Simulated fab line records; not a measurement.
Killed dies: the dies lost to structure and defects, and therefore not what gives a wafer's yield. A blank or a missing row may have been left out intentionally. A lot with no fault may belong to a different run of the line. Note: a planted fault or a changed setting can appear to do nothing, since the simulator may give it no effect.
fab line records ; flow rit-cmos
record: lots: 6; wafers: 18; last-day: 7
route steps=202 shown NRETRO@60 PRETRO@64 GATE@75 M1@202
lots that met no fault: from a run of the same line without faults
start-h: hours from the record's opening day to when the first of the lot's shown wafers began ; wait-h: time in hours since the lot's previous step ; " as in the row above ; L1.1+2: one row covering several wafers at once ; - no value, or no start was given ; * or withheld: withheld ; < > ~ a bound
route shown NAME@n: NAME is a module with steps in the file, n the number in the route of the first one ; usual: average and standard deviation across the fault-free wafers ; same: alike in all rows ; chamber/n: place in a boat ; sites: each site's reading ; _std_site: the standard deviation of these ; _edge_site: inner sites' mean taken away from outer sites' mean ; radius-mm: for every site, how far away it sits from the centre of the wafer ; mask NAME#n: copy n ; behind: the most recent tool/chamber to have shaped the wafer ; hold: cause of the lot's hold/its duration in hours/its outcome ; device: names the non-switching transistor (n, p or np) ; end of line: the same wafers' tests at the end of the route ; where a step has no rows: the recipe by itself ; killed: dies lost to structure and defects at the first sort, not the wafer's yield ; map: a wafer's dies, marking killed ones x, the rest . and places with no die _
set.NAME: the run value of the setting; set.NAME@STEP: its run value at that earlier step ; model.NAME: the simulator's own value behind a step, which no gauge read
certain route steps with their lots: each step a table, each wafer a row
services: from which hour (start-h, from the record's first day; less than 0 if before it) a tool's chamber was out of use, for how many hours, and why
== steps ==
step: RIT_NRETRO_HARDBAKE_07
recipe: resist: NOVOLAK; temp-c: 140; time-s: 120
step: RIT_NRETRO_IMPLANT_08
recipe: species: P; energy-kev: 70; dose-cm2: 1.022e+13; tilt-deg: 7
step: RIT_NRETRO_STRIP_09
recipe: chemistry: O2; time-s: 180; resist: NOVOLAK; platen-temp-c: withheld; power-w: 500; pressure-mtorr: 4000; o2-flow-sccm: 4000
usual: drypump-motor-current-A: 5.72/0.23
lot.wafer;tool;chamber;start-h;wait-h;drypump-motor-current-A;rf-hours-counter-h
L349.2;plasma-asher-02;1;51.41;0.1;5.55;32
L349.3;plasma-asher-02;0;51.41;0.1;5.63;-
L349.6;plasma-asher-02;1;51.41;0.1;5.55;-
L354.2;plasma-asher-02;0;75.22;0.1;5.66;35
L354.3;plasma-asher-02;0;75.22;0.1;5.66;-
L354.6;plasma-asher-02;0;75.22;0.1;5.65;-
L357.2;plasma-asher-01;1;89.59;0.1;5.77;32
L357.5;plasma-asher-01;1;89.59;0.1;5.74;-
L357.6;plasma-asher-01;0;89.59;0.1;6.15;-
L360.2;plasma-asher-01;0;104.87;0.1;6.17;34
L360.3;plasma-asher-01;1;104.87;0.1;5.77;-
L360.5;plasma-asher-01;1;104.87;0.1;5.75;-
L364.3;plasma-asher-01;1;125.23;0.1;5.77;-
L364.4;plasma-asher-01;0;125.23;0.1;6.18;-
L364.5;plasma-asher-01;0;125.23;0.1;6.15;-
L365.2;plasma-asher-02;0;129.09;0.1;5.64;1
L365.3;plasma-asher-02;1;129.09;0.1;5.57;-
L365.5;plasma-asher-02;1;129.09;0.1;5.54;-
step: RIT_NRETRO_TW_MEAS_10
usual: NRETRO_TW: 1048/5.9
lot.wafer;tool;chamber;start-h;wait-h;NRETRO_TW
L349.2;film-metro-02;-;51.60;0.1;1042
L349.3;film-metro-02;-;51.60;0.1;1051
L349.6;film-metro-02;-;51.60;0.1;1043
L354.2;film-metro-02;-;75.41;0.1;1053
L354.3;film-metro-02;-;75.41;0.1;1053
L354.6;film-metro-02;-;75.41;0.1;1053
L357.2;film-metro-02;-;89.78;0.1;1060
L357.5;film-metro-02;-;89.78;0.1;1051
L357.6;film-metro-02;-;89.78;0.1;1061
L360.2;film-metro-04;-;105.06;0.1;1055
L360.3;film-metro-04;-;105.06;0.1;1051
L360.5;film-metro-04;-;105.06;0.1;1044
L364.3;film-metro-04;-;125.37;0.1;1039
L364.4;film-metro-04;-;125.37;0.1;1043
L364.5;film-metro-04;-;125.37;0.1;1044
L365.2;film-metro-04;-;129.27;0.1;1043
L365.3;film-metro-04;-;129.27;0.1;1046
L365.5;film-metro-04;-;129.27;0.1;1046
step: RIT_PRETRO_HMDS_00
recipe: prime-time-s: 60; prime-temp-c: 140
step: RIT_PRETRO_COAT_01
recipe: resist: NOVOLAK; spin-rpm: 2041; resist-thk-nm: 1300
step: RIT_PRETRO_SOFTBAKE_02
recipe: resist: NOVOLAK; temp-c: 90; time-s: 60
step: RIT_PRETRO_EXPOSE_03
recipe: mask-id: M5; na: 0.57; target-cd-nm: 43700; dose-mj: 250
step: RIT_PRETRO_PEB_04
recipe: resist: NOVOLAK; temp-c: withheld; time-s: withheld
step: RIT_PRETRO_DEVELOP_05
recipe: resist: NOVOLAK; develop-time-s: 68; dev-temp-c: 23
step: RIT_PRETRO_OVL_MEAS_06
usual: PRETRO_OVL: 1.0/1.1
lot.wafer;tool;chamber;start-h;wait-h;PRETRO_OVL[nm]
L349.2;overlay-01;-;52.66;-;2.3
L349.3;overlay-01;-;52.66;-;1.9
L349.6;overlay-01;-;52.66;-;2.6
L354.2;overlay-01;-;76.77;-;1.2
L354.3;overlay-01;-;76.77;-;0.8
L354.6;overlay-01;-;76.77;-;0.9
L357.2;overlay-02;-;90.86;-;1.2
L357.5;overlay-02;-;90.86;-;1.2
L357.6;overlay-02;-;90.86;-;2.4
L360.2;overlay-01;-;106.13;-;1.2
L360.3;overlay-01;-;106.13;-;1.7
L360.5;overlay-01;-;106.13;-;0.4
L364.3;overlay-02;-;126.45;-;-0.8
L364.4;overlay-02;-;126.45;-;-1.2
L364.5;overlay-02;-;126.45;-;0.4
L365.2;overlay-01;-;130.21;-;3.0
L365.3;overlay-01;-;130.21;-;2.4
L365.5;overlay-01;-;130.21;-;1.4
step: RIT_PRETRO_HARDBAKE_07
recipe: resist: NOVOLAK; temp-c: 140; time-s: 120
step: RIT_PRETRO_IMPLANT_08
recipe: species: B; energy-kev: 45; dose-cm2: 1.2e+13; tilt-deg: 7
usual: dose-ions-cm2: 1.2001e+13/1.3e+10; faraday-current-uA: 38.1/0.72
lot.wafer;tool;chamber;start-h;wait-h;dose-ions-cm2;faraday-current-uA
L349.2;implanter-02;0;52.97;0.2;1.2004e+13;37.2
L349.3;implanter-02;0;52.97;0.2;1.2012e+13;39.1
L349.6;implanter-02;0;52.97;0.2;1.2027e+13;38.3
L354.2;implanter-02;0;77.07;0.2;1.2001e+13;38.3
L354.3;implanter-02;0;77.07;0.2;1.2007e+13;38.1
L354.6;implanter-02;0;77.07;0.2;1.2005e+13;37.1
L357.2;implanter-02;0;91.17;0.2;1.1991e+13;39.4
L357.5;implanter-02;0;91.17;0.2;1.1998e+13;37.8
L357.6;implanter-02;0;91.17;0.2;1.1999e+13;37.7
L360.2;implanter-04;0;106.43;0.2;1.199e+13;38.8
L360.3;implanter-04;0;106.43;0.2;1.1975e+13;38.0
L360.5;implanter-04;0;106.43;0.2;1.1983e+13;38.3
L364.3;implanter-02;0;126.84;0.2;1.6337e+13;51.9
L364.4;implanter-02;0;126.84;0.2;1.634e+13;53.6
L364.5;implanter-02;0;126.84;0.2;1.6316e+13;52.5
L365.2;implanter-02;0;130.51;0.2;1.632e+13;52.5
L365.3;implanter-02;0;130.51;0.2;1.6309e+13;51.2
L365.5;implanter-02;0;130.51;0.2;1.6311e+13;50.8
step: RIT_PRETRO_STRIP_09
recipe: chemistry: O2; time-s: 180; resist: NOVOLAK; platen-temp-c: withheld; power-w: 500; pressure-mtorr: 4000; o2-flow-sccm: 4000
usual: drypump-motor-current-A: 5.7/0.36
lot.wafer;tool;chamber;start-h;wait-h;drypump-motor-current-A;rf-hours-counter-h
L349.2;plasma-asher-03;0;53.09;0.1;6.0;44
L349.3;plasma-asher-03;1;53.09;0.1;5.5;-
L349.6;plasma-asher-03;1;53.09;0.1;5.5;-
L354.2;plasma-asher-04;1;77.20;0.1;5.0;48
L354.3;plasma-asher-04;0;77.20;0.1;5.4;-
L354.6;plasma-asher-04;1;77.20;0.1;5.0;-
L357.2;plasma-asher-04;0;91.29;0.1;5.4;50
L357.5;plasma-asher-04;0;91.29;0.1;5.4;-
L357.6;plasma-asher-04;1;91.29;0.1;5.0;-
L360.2;plasma-asher-04;1;106.56;0.1;5.0;52
L360.3;plasma-asher-04;0;106.56;0.1;5.4;-
L360.5;plasma-asher-04;0;106.56;0.1;5.4;-
L364.3;plasma-asher-01;1;126.99;0.1;5.7;-
L364.4;plasma-asher-01;0;126.99;0.1;6.2;-
L364.5;plasma-asher-01;0;126.99;0.1;6.2;-
L365.2;plasma-asher-03;0;130.64;0.1;5.9;50
L365.3;plasma-asher-03;1;130.64;0.1;5.5;-
L365.5;plasma-asher-03;1;130.64;0.1;5.4;-
step: RIT_PRETRO_TW_MEAS_10
usual: PRETRO_TW: 470.4/2.5
lot.wafer;tool;chamber;start-h;wait-h;PRETRO_TW
L349.2;film-metro-04;-;53.28;0.1;472.2
L349.3;film-metro-04;-;53.28;0.1;471.3
L349.6;film-metro-04;-;53.28;0.1;475.0
L354.2;film-metro-02;-;77.38;0.1;472.9
L354.3;film-metro-02;-;77.38;0.1;474.2
L354.6;film-metro-02;-;77.38;0.1;473.7
L357.2;film-metro-04;-;91.48;0.1;468.2
L357.5;film-metro-04;-;91.48;0.1;470.9
L357.6;film-metro-04;-;91.48;0.1;467.3
L360.2;film-metro-02;-;106.74;0.1;469.2
L360.3;film-metro-02;-;106.74;0.1;468.2
L360.5;film-metro-02;-;106.74;0.1;469.1
L364.3;film-metro-04;-;127.13;0.1;514.7
L364.4;film-metro-04;-;127.13;0.1;516.1
L364.5;film-metro-04;-;127.13;0.1;515.8
L365.2;film-metro-02;-;130.82;0.1;520.1
L365.3;film-metro-02;-;130.82;0.1;519.0
L365.5;film-metro-02;-;130.82;0.1;519.6
step: RIT_GATE_WET_ETCH_00
recipe: chemistry: BOE; target: SiO2; target-depth-nm: 56; time-s: 60; dry: n2-spin; dilution: 10:1; temp-c: 21.5
step: RIT_M1_PROBE_99
usual: killed-at-front-end: 7/3; killed-dies: 7/3; killed-open: 3.2/1.8; killed-short: 3.5/2.1
same: gross-dies: 264; killed_at_M0_to_M3: 0; killed_at_M4_up: 0; killed-at-back-side: 0; killed-at-contacts: 0; killed-at-other: 0
lot.wafer;tool;chamber;start-h;wait-h;killed-at-front-end;killed-dies;killed-open;killed-short;model.etest.nmos_0p3.r-on-ohm-um;model.etest.nmos_0p15.r-on-ohm-um;model.etest.nmos-turned.drive-ua-um;model.etest.nmos_0p15.drive-ua-um;model.etest.nmos_0p3.drive-ua-um;model.etest.nmos-narrow.drive-ua-um;model.etest.ring.delay-ps;model.etest.retro-edge-nmos.off-log10-a-um
L349.2;prober-01;-;79.01;0.1;6;6;3;3;2101;1129;337.2;493.5;244;245.5;26.12;-9.648
L349.3;prober-01;-;79.06;0.2;8;8;2;6;2078;1146;338.4;490.2;248.6;245.1;26.36;-9.575
L349.6;prober-01;-;79.21;0.2;5;5;5;0;2070;1131;346.1;491;247.2;245.2;26.62;-9.935
L354.2;prober-01;-;102.71;0.1;3;3;1;2;2058;1097;346.6;498.9;248.9;242.8;26.41;-10.1
L354.3;prober-01;-;102.76;0.2;11;11;5;6;2010;1067;347;511.6;255.8;255.7;25.6;-9.87
L354.6;prober-01;-;102.91;0.2;8;8;6;2;2017;1052;346.4;499.3;244.9;243.3;26.21;-9.712
L357.2;prober-02;-;116.89;0.1;7;7;2;5;2004;1096;342.8;497.6;257.4;257;26.49;-9.921
L357.5;prober-02;-;117.04;0.2;3;3;2;1;2053;1119;320.6;475.5;246.9;251.4;27.69;-10.57
L357.6;prober-02;-;117.09;0.2;6;6;6;0;2041;1119;328.3;482.9;251.6;253.2;27.2;-10.41
L360.2;prober-01;-;132.67;0.1;2;2;1;1;2032;1071;349.6;493.6;246.2;244.2;26.99;-10.21
L360.3;prober-01;-;132.72;0.2;8;8;3;5;1985;1055;355.9;505.2;250.9;252.3;26.76;-10.02
L360.5;prober-01;-;132.82;0.2;6;6;3;3;2074;1101;336;487.6;244.1;245.2;27.31;-9.996
L364.3;prober-01;-;153.01;0.2;6;6;3;3;2291;1205;264.2;427.8;206.2;205.7;28.55;-11.03
L364.4;prober-01;-;153.06;0.2;6;6;3;3;2310;1214;262.1;429.8;206.3;206.7;28.48;-11.3
L364.5;prober-01;-;153.11;0.2;6;6;3;3;2298;1203;268.6;433.1;209;210.3;28.37;-10.82
L365.2;prober-02;-;159.52;0.1;5;5;3;2;2337;1274;258.5;420.7;206.6;208.2;29.38;-11.29
L365.3;prober-02;-;159.57;0.2;7;7;5;2;2315;1251;266.8;433.6;211.2;212.8;28.61;-11.12
L365.5;prober-02;-;159.67;0.2;7;7;2;5;2291;1245;273.2;440.6;213.7;214.4;28.11;-10.92
killed by level:class
L349.2 SILICIDE:geometric-particle:short=2 FOX2:geometric-particle:open=1 GATE:geometric-particle:open=1 REOX:geometric-particle:short=1 SILICIDE:geometric-particle:open=1
L349.3 GATE:geometric-particle:short=3 SPACER:geometric-particle:short=2 FOX2:geometric-particle:open=1 FOX2:geometric-particle:short=1 SPACER:geometric-particle:open=1
L349.6 GATE:geometric-particle:open=3 FOX2:geometric-particle:open=1 REOX:geometric-particle:open=1
L354.2 GATE:geometric-particle:short=2 SPACER:geometric-particle:open=1
L354.3 GATE:geometric-particle:short=4 GATE:geometric-particle:open=3 SILICIDE:geometric-particle:open=2 FOX1:geometric-particle:short=1 SPACER:geometric-particle:short=1
L354.6 GATE:geometric-particle:open=3 FOX2:geometric-particle:open=2 FOX1:geometric-particle:short=1 SPACER:geometric-particle:open=1 SILICIDE:geometric-particle:short=1
L357.2 FOX1:geometric-particle:short=2 FOX2:geometric-particle:short=2 FOX1:geometric-particle:open=1 REOX:geometric-particle:short=1 SILICIDE:geometric-particle:open=1
L357.5 FOX1:geometric-particle:open=1 FOX1:geometric-particle:short=1 SILICIDE:geometric-particle:open=1
L357.6 SPACER:geometric-particle:open=4 FOX1:geometric-particle:open=1 GATE:geometric-particle:open=1
L360.2 GATE:geometric-particle:open=1 GATE:geometric-particle:short=1
L360.3 GATE:geometric-particle:short=3 GATE:geometric-particle:open=2 SPACER:geometric-particle:short=2 FOX1:geometric-particle:open=1
L360.5 GATE:geometric-particle:open=3 SPACER:geometric-particle:short=2 FOX2:geometric-particle:short=1
L364.3 SILICIDE:geometric-particle:short=2 FOX1:geometric-particle:open=1 GATE:geometric-particle:open=1 GATE:geometric-particle:short=1 SILICIDE:geometric-particle:open=1
L364.4 FOX2:geometric-particle:short=2 GATE:geometric-particle:open=2 FOX2:geometric-particle:open=1 SPACER:geometric-particle:short=1
L364.5 SPACER:geometric-particle:open=2 FOX2:geometric-particle:short=1 FOX2:geometric-particle:open=1 GATE:geometric-particle:short=1 SPACER:geometric-particle:short=1
L365.2 GATE:geometric-particle:open=1 SPACER:geometric-particle:short=1 SPACER:geometric-particle:open=1 SILICIDE:geometric-particle:open=1 SILICIDE:geometric-particle:short=1
L365.3 FOX2:geometric-particle:open=3 FOX1:geometric-particle:open=2 GATE:geometric-particle:short=2
L365.5 GATE:geometric-particle:short=2 SILICIDE:geometric-particle:short=2 FOX2:geometric-particle:open=1 FOX2:geometric-particle:short=1 SPACER:geometric-particle:open=1
== services ==
tool;chamber;start-h;hours;kind
implanter-02;-;31.30;2.7;repair
plasma-asher-03;-;60.21;2.8;pm
implanter-04;-;60.82;4.7;repair
plasma-asher-03;-;81.50;28.1;pm
implanter-02;-;108.31;6.9;repair
plasma-asher-02;-;108.75;9.0;pm
plasma-asher-02;0;108.75;9.0;vent-cycle
plasma-asher-02;1;108.75;9.0;vent-cycle
plasma-asher-02;0;117.75;-;clean
plasma-asher-02;1;117.75;-;clean
implanter-04;-;129.17;8.5;repair
== key ==
first-sign: step: RIT_PRETRO_IMPLANT_08; reading: dose-ions-cm2; direction: up; sigmas: 99+; usual: 1.2001e+13; struck: 1.6322e+13
effect: step: RIT_PRETRO_IMPLANT_08; reading: faraday-current-uA; direction: up; sigmas: 19; usual: 38.1; struck: 52.1
effect: step: RIT_PRETRO_TW_MEAS_10; reading: PRETRO_TW; direction: up; sigmas: 19; usual: 470.4; struck: 517.5
model-effect: step: RIT_M1_PROBE_99; value: etest.nmos_0p3.r-on-ohm-um; without: 2152; struck: 2307
met-at RIT_PRETRO_IMPLANT_08
struck-wafers L364.3,L364.4,L364.5,L365.2,L365.3,L365.5
tester-left-out L364,L365
onset-between 91.17 126.84
fault: kind: process-parameter-drift; tool: implanter-02; chamber: -; onset-h: 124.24; steps: RIT_PRETRO_IMPLANT_08; channel: dose-cm2; offset: 4.32e+12; shape: step; end-h: 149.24; acts-in: these-recipes-only; stated: 1.2e+13
tester-left-out: of these lots the tester's yield and bins aren't shown, on N5 and GAA mostly nor the transistor test; their killed dies are dies lost to structure and defects alone, not to doping, threshold or leakage, so they don't give the yield
